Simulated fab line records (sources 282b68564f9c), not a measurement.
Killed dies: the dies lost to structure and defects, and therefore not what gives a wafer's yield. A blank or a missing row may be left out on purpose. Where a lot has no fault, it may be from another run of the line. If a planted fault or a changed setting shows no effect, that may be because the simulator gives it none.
fab line records | flow rit-cmos
[record] lots = 12 wafers = 36 last-day = 7
route steps=202 shown SPACER@128 M1@202
lots that met no fault: from a run of the same line without faults
start-h: hours from the record's first day to the start of the lot's first wafer shown | wait-h: time in hours since the lot's previous step | " the same as in the row above | L1.1+2: one row covering several wafers at once | - no value present, or no start provided | * or withheld: withheld | < > ~ a bound
route shown NAME@n: a module of which the file shows steps, and the number in the route of the first | usual: mean and standard deviation over wafers with no fault | same: alike in all rows | chamber/n: place in a boat | sites: the reading at each site | _std_site: standard deviation across them | _edge_site: mean of outer sites minus mean of inner sites | radius-mm: for every site, how far away it sits from the centre of the wafer | mask NAME#n: copy n | behind: the most recent tool/chamber to have shaped the wafer | hold: reason for holding the lot/hours on hold/outcome of the hold | device: which transistor (n, p or np) failed to switch | end of line: the route-end tests of the same wafers | a step with no rows: only its recipe | killed: at the first sort, the dies lost to defects and structure; wafer yield is something else | map: the dies of a wafer, with x for killed, . for not killed, _ for no die there
set.NAME: the setting the step ran with; set.NAME@STEP: the setting that earlier step ran with | model.NAME: the simulator's own value behind a step, which no gauge read
route steps across a sampled set of lots; one table per step, one row per wafer
services: when a tool's chamber went out of use (start-h, in hours from the record's first day, below 0 if earlier), for how many hours, and the reason
[[steps]]
[step RIT_SPACER_CVD_03]
[recipe] material = Si3N4 target-thk-nm = 250 temp-c = 810 precursor = SiH2Cl2/NH3 time-s = 3300 pressure-mtorr = 300 sih2cl2-flow-sccm = 60 nh3-flow-sccm = 150
[usual] pressure-mtorr = 300.1/0.62 susceptor-temp-C = 810.0/0.33
// columns lot.wafer tool chamber start-h wait-h pressure-mtorr susceptor-temp-C
L205.1 lpcvd-01 1 44.49 0.0 300.1 810.1
L205.4 " 1 " " 300.8 810.2
L205.5 " 1 " " 299.5 810.3
L206.1 lpcvd-01 0 48.64 0.0 299.5 810.4
L206.2 " 0 " " 299.8 810.2
L206.4 " 0 " " 299.4 810.5
L207.2 lpcvd-01 1 54.70 0.0 299.5 809.8
L207.4 " 1 " " 299.9 809.9
L207.5 " 1 " " 300.1 809.9
L209.1 lpcvd-01 1 65.04 0.2 299.5 809.9
L209.2 " 1 " " 299.5 809.8
L209.3 " 1 " " 298.8 809.9
L210.1 lpcvd-01 1 69.68 0.0 300.2 810.1
L210.3 " 1 " " 300.3 809.9
L210.5 " 1 " " 299.4 810.2
L212.1 lpcvd-02 0 80.64 0.0 300.1 810.0
L212.2 " 0 " " 301.1 810.4
L212.5 " 0 " " 299.8 810.7
L223.2 lpcvd-02 1 138.29 0.0 301.0 809.7
L223.3 " 1 " " 300.6 809.5
L223.4 " 1 " " 300.1 809.7
L224.4 lpcvd-02 0 141.45 0.0 300.0 810.3
L224.5 " 0 " " 299.3 810.0
L224.6 " 0 " " 300.5 810.3
L225.2 lpcvd-02 1 146.25 0.0 300.1 810.0
L225.4 " 1 " " 299.4 809.7
L225.5 " 1 " " 300.5 809.8
L226.3 lpcvd-02 1 150.56 0.0 299.8 810.1
L226.4 " 1 " " 299.7 809.9
L226.5 " 1 " " 299.3 810.0
L227.4 lpcvd-02 0 154.44 0.0 299.9 810.1
L227.5 " 0 " " 300.1 809.9
L227.6 " 0 " " 300.8 809.8
L228.2 lpcvd-02 0 158.74 0.0 299.8 810.2
L228.5 " 0 " " 299.1 810.1
L228.6 " 0 " " 299.4 809.8
[step RIT_SPACER_THK_MEAS_04]
[recipe] reads = Si3N4_of_SPACER_CVD_03
[usual] SPACER_NITRIDE_THK = 249.9/2.1
// columns lot.wafer tool chamber start-h wait-h SPACER_NITRIDE_THK[nm]
L205.1 film-metro-02 - 46.41 0.0 249.2
L205.4 " - " " 251.4
L205.5 " - " " 250.4
L206.1 film-metro-02 - 50.56 0.0 251.1
L206.2 " - " " 250.4
L206.4 " - " " 252.6
L207.2 film-metro-01 - 56.63 0.0 253.0
L207.4 " - " " 248.4
L207.5 " - " " 249.5
L209.1 film-metro-01 - 66.96 0.0 272.8
L209.2 " - " " 271.2
L209.3 " - " " 274.4
L210.1 film-metro-01 - 71.59 0.0 272.7
L210.3 " - " " 273.1
L210.5 " - " " 273.9
L212.1 film-metro-04 - 83.51 0.0 250.1
L212.2 " - " " 250.9
L212.5 " - " " 251.7
L223.2 film-metro-02 - 141.17 0.0 247.8
L223.3 " - " " 249.2
L223.4 " - " " 247.7
L224.4 film-metro-01 - 145.79 0.0 250.0
L224.5 " - " " 251.8
L224.6 " - " " 252.7
L225.2 film-metro-04 - 149.14 0.0 250.5
L225.4 " - " " 250.4
L225.5 " - " " 248.1
L226.3 film-metro-02 - 153.45 0.0 250.1
L226.4 " - " " 248.7
L226.5 " - " " 250.9
L227.4 film-metro-04 - 157.35 0.0 250.1
L227.5 " - " " 249.4
L227.6 " - " " 248.5
L228.2 film-metro-01 - 161.63 0.0 253.0
L228.5 " - " " 250.0
L228.6 " - " " 252.4
[step RIT_SPACER_ETCHBACK_05]
[recipe] target-depth-a = 2500 SF6_flow_sccm = 30 CHF3_flow_sccm = 30 target = Si3N4 chemistry = SF6/CHF3 pressure-mtorr = 40 rf-w = 250 time-s = 240 stop-on = SiO2
[usual] drypump-motor-current-A = 5.7/0.36 oes-product-au = 0.842/0.012 throttle-valve-pct = 10.30/0.14
// columns lot.wafer tool chamber start-h wait-h drypump-motor-current-A oes-product-au rf-hours-counter-h throttle-valve-pct
L205.1 rie-diel-03 0 46.47 0.1 5.8 0.848 103 10.33
L205.4 " 1 " " 6.3 0.855 75 10.30
L205.5 " 1 " " 6.3 0.850 - 10.33
L206.1 rie-diel-03 3 50.62 0.1 5.3 0.845 14 10.26
L206.2 " 2 " " 5.1 0.841 42 10.57
L206.4 " 1 " " 6.3 0.860 75 10.33
L207.2 rie-diel-01 1 56.68 0.0 5.8 0.867 151 10.21
L207.4 " 1 " " 5.8 0.855 - 10.21
L207.5 " 0 " " 5.7 0.817 - 10.12
L209.1 rie-diel-03 0 67.02 0.1 5.8 0.899 103 10.35
L209.2 " 2 " " 5.0 0.897 42 10.61
L209.3 " 3 " " 5.3 0.901 14 10.29
L210.1 rie-diel-01 2 71.65 0.1 5.8 0.901 70 10.51
L210.3 " 3 " " 5.4 0.885 93 10.34
L210.5 " 2 " " 5.8 0.901 - 10.50
L212.1 rie-diel-03 3 83.57 0.1 5.3 0.842 14 10.26
L212.2 " 2 " " 5.1 0.841 42 10.57
L212.5 " 0 " " 5.8 0.846 - 10.35
L223.2 rie-diel-01 0 141.22 0.0 5.7 0.812 81 10.12
L223.3 " 2 " " 5.7 0.848 72 10.49
L223.4 " 3 " " 5.4 0.821 - 10.32
L224.4 rie-diel-01 2 145.90 0.1 5.7 0.841 - 10.47
L224.5 " 0 " " 5.7 0.827 - 10.13
L224.6 " 3 " " 5.4 0.829 - 10.30
L225.2 rie-diel-04 3 149.19 0.0 6.5 0.855 122 10.25
L225.4 " 3 " " 6.5 0.861 - 10.25
L225.5 " 3 " " 6.4 0.857 - 10.25
L226.3 rie-diel-04 2 153.49 0.0 5.6 0.848 9 10.00
L226.4 " 1 " " 5.9 0.835 - 10.17
L226.5 " 2 " " 5.6 0.848 - 10.00
L227.4 rie-diel-03 2 157.38 0.0 5.0 0.846 44 10.58
L227.5 " 2 " " 5.0 0.841 - 10.57
L227.6 " 1 " " 6.3 0.847 - 10.30
L228.2 rie-diel-01 3 161.68 0.0 5.4 0.840 96 10.33
L228.5 " 2 " " 5.8 0.845 - 10.48
L228.6 " 1 " " 5.8 0.846 - 10.16
[step RIT_M1_PROBE_99]
[usual] killed_at_M0_to_M3 = 0.0/0.12 killed-at-contacts = 0.1/0.23 killed-at-front-end = 7/3 killed-dies = 7/3.1 killed-on-rim = 1.9/1.5 killed-open = 3.3/2.1 killed-short = 3.3/2
[same] gross-dies = 264 killed_at_M4_up = 0 killed-at-back-side = 0 killed-at-other = 0
// columns lot.wafer tool chamber start-h wait-h killed_at_M0_to_M3 killed-at-contacts killed-at-front-end killed-dies killed-on-rim killed-open killed-short
L207.2 prober-02 - 67.69 0.1 0 0 6 6 4 3 3
L207.4 prober-02 - 67.79 0.2 0 1 6 7 2 4 3
L207.5 prober-02 - 67.84 0.2 0 0 6 6 2 2 4
L209.1 prober-02 - 78.15 0.1 0 0 3 3 1 2 1
L209.2 prober-02 - 78.20 0.1 0 0 2 2 0 0 2
L209.3 prober-02 - 78.25 0.2 1 0 0 1 0 0 1
L210.1 prober-01 - 83.82 0.1 0 0 8 8 2 2 6
L210.3 prober-01 - 83.92 0.2 0 0 9 9 4 3 6
L210.5 prober-01 - 84.02 0.2 0 0 11 11 2 5 6
L212.1 prober-01 - 95.12 0.1 0 0 7 7 3 5 2
L212.2 prober-01 - 95.17 0.1 0 0 5 5 0 3 2
L212.5 prober-01 - 95.32 0.2 0 0 4 4 1 2 2
L228.2 prober-01 - 172.99 0.1 0 0 1 1 0 1 0
L228.5 prober-01 - 173.14 0.2 0 0 7 7 2 6 1
L228.6 prober-01 - 173.19 0.2 0 0 5 5 1 3 2
// killed by level:class
L207.2 FOX1:geometric-particle:open=2 FOX1:geometric-particle:short=1 FOX2:geometric-particle:short=1 GATE:geometric-particle:open=1 SPACER:geometric-particle:short=1
L207.4 GATE:geometric-particle:open=4 SPACER:geometric-particle:short=2 CONTACT:geometric-particle:short=1
L207.5 SILICIDE:geometric-particle:open=2 FOX1:geometric-particle:short=1 FOX2:geometric-particle:short=1 GATE:geometric-particle:short=1 SILICIDE:geometric-particle:short=1
L209.1 FOX1:geometric-particle:open=2 GATE:geometric-particle:short=1
L209.2 FOX1:geometric-particle:short=1 GATE:geometric-particle:short=1
L209.3 M1:geometric-particle:short=1
L210.1 GATE:geometric-particle:short=4 ACTIVE:geometric-particle:open=1 REOX:geometric-particle:short=1 SPACER:geometric-particle:short=1 SILICIDE:geometric-particle:open=1
L210.3 GATE:geometric-particle:short=3 REOX:geometric-particle:short=2 FOX1:geometric-particle:short=1 GATE:geometric-particle:open=1 SPACER:geometric-particle:open=1 SILICIDE:geometric-particle:open=1
L210.5 FOX1:geometric-particle:open=4 GATE:geometric-particle:short=2 SILICIDE:geometric-particle:short=2 FOX1:geometric-particle:short=1 GATE:geometric-particle:open=1 SPACER:geometric-particle:short=1
L212.1 GATE:geometric-particle:open=2 SPACER:geometric-particle:open=2 FOX1:geometric-particle:open=1 SPACER:geometric-particle:short=1 SILICIDE:geometric-particle:short=1
L212.2 SILICIDE:geometric-particle:open=2 GATE:geometric-particle:open=1 GATE:geometric-particle:short=1 SILICIDE:geometric-particle:short=1
L212.5 FOX1:geometric-particle:short=1 GATE:geometric-particle:short=1 REOX:geometric-particle:open=1 SPACER:geometric-particle:open=1
L228.2 FOX1:geometric-particle:open=1
L228.5 FOX2:geometric-particle:open=2 FOX2:geometric-particle:short=1 GATE:geometric-particle:open=1 REOX:geometric-particle:open=1 SPACER:geometric-particle:open=1 SILICIDE:geometric-particle:open=1
L228.6 FOX1:geometric-particle:open=1 FOX1:geometric-particle:short=1 FOX2:geometric-particle:short=1 GATE:geometric-particle:open=1 SILICIDE:geometric-particle:open=1
[[services]]
// columns tool chamber start-h hours kind
rie-diel-03 - 43.61 0.3 repair
rie-diel-04 - 44.32 1.1 repair
rie-diel-03 2 51.61 5.6 repair
rie-diel-01 3 55.12 1.8 repair
rie-diel-04 1 72.82 5.1 repair
rie-diel-03 3 79.51 4.0 repair
rie-diel-03 - 102.42 0.3 repair
lpcvd-01 - 133.68 0.8 pm
rie-diel-04 0 134.61 20.5 repair
rie-diel-01 1 135.40 - clean
rie-diel-01 1 135.40 14.6 scheduled-down
rie-diel-01 1 135.40 14.6 vent-cycle
rie-diel-04 2 147.52 5.1 repair
[[key]]
[first-sign] step = RIT_SPACER_THK_MEAS_04 reading = SPACER_NITRIDE_THK direction = up sigmas = 11 usual = 249.9 struck = 273.0
[effect] step = RIT_SPACER_ETCHBACK_05 reading = oes-product-au direction = up sigmas = 4.7 usual = 0.842 struck = 0.897
met-at RIT_SPACER_CVD_03
struck-lots L209,L210
struck-wafers L209.1,L209.2,L209.3,L210.1,L210.3,L210.5
tester-left-out L209,L210
onset-between 54.70 65.04
[fault] kind = process-parameter-drift tool = lpcvd-01 chamber = 1 onset-h = 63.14 steps = RIT_SPACER_CVD_03 channel = target-thk-nm offset = 20 shape = step end-h = 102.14 acts-in = these-recipes-only stated = 250
// tester-left-out: of these lots the tester's yield and bins aren't shown, on N5 and GAA mostly nor the transistor test; their killed dies are dies lost to structure and defects alone, not to doping, threshold or leakage, so they don't give the yield
